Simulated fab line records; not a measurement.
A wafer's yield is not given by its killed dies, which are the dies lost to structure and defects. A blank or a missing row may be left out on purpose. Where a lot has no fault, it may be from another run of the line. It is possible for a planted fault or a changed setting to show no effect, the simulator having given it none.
Matching of chambers + flow berkeley_cmos170 + 3 sister chambers for UCB170_SPACER_CVD_00 on pecvd-03
The step deposits SiO2 from TEOS/O2, target thk 376 nm, time 47 s. 14 wafers are shown with their chamber, then 7 later ones without.

## WAFERS WITH THEIR CHAMBER
| wafer  | chamber | susceptor_temp_C (C) | heater_power_w (W) |
|--------|---------|----------------------|--------------------|
| L857.2 | 2       | 389.78               | 270                |
| L857.3 | 1       | 390.24               | 281                |
| L857.6 | 1       | 389.99               | 298                |
| L859.1 | 2       | 389.88               | 274                |
| L859.4 | 1       | 390.08               | 347                |
| L859.6 | 2       | 389.97               | 287                |
| L860.3 | 1       | 390.16               | 294                |
| L860.5 | 2       | 390.42               | 260                |
| L860.6 | 0       | 390.25               | 342                |
| L862.1 | 2       | 390.06               | 231                |
| L862.2 | 1       | 390.43               | 319                |
| L862.5 | 2       | 389.93               | 250                |
| L863.1 | 2       | 390.06               | 261                |
| L863.3 | 0       | 390.61               | 282                |

SIGNATURES (means of the wafers above)
| reading          | chamber 0 | chamber 1 | chamber 2 | scatter within a chamber |
|------------------|-----------|-----------|-----------|--------------------------|
| susceptor_temp_C | 390.4300  | 390.1800  | 390.0143  | 0.197                    |
| heater_power_w   | 312.00    | 307.80    | 261.86    | 24.1                     |
Rule: distance of a wafer from a chamber = root of the sum over the readings of ((wafer's reading minus chamber's mean) / reading's scatter) squared. The wafer belongs to the nearest chamber; if the next one is less than 2 further off, it can't be placed. The scatter: the root of (the sum of the squares of (reading less its chamber's mean) over the shown wafers, divided by (wafers less chambers)).

## WAFERS WHOSE CHAMBER IS MISSING
| wafer  | susceptor_temp_C (C) | heater_power_w (W) |
|--------|----------------------|--------------------|
| L863.4 | 390.09               | 308                |
| L874.1 | 390.12               | 356                |
| L874.2 | 389.88               | 273                |
| L874.6 | 390.13               | 297                |
| L876.1 | 390.43               | 294                |
| L876.4 | 389.98               | 345                |
| L876.6 | 390.11               | 205                |

## WHICH CHAMBER EACH WENT THROUGH
| wafer  | from the rows above          | in truth |
|--------|------------------------------|----------|
| L863.4 | can't be placed: 1 or 0 or 2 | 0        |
| L874.1 | can't be placed: 1 or 0 or 2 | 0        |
| L874.2 | can't be placed: 2 or 1      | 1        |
| L874.6 | can't be placed: 1 or 2 or 0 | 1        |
| L876.1 | can't be placed: 0 or 1 or 2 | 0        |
| L876.4 | can't be placed: 1 or 0 or 2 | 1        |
| L876.6 | can't be placed: 2 or 1      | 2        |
Placed correctly: 0 of 7. From these rows, 7 cannot be placed; in 7 the true chamber is one of the candidates. Wrongly placed: 0.
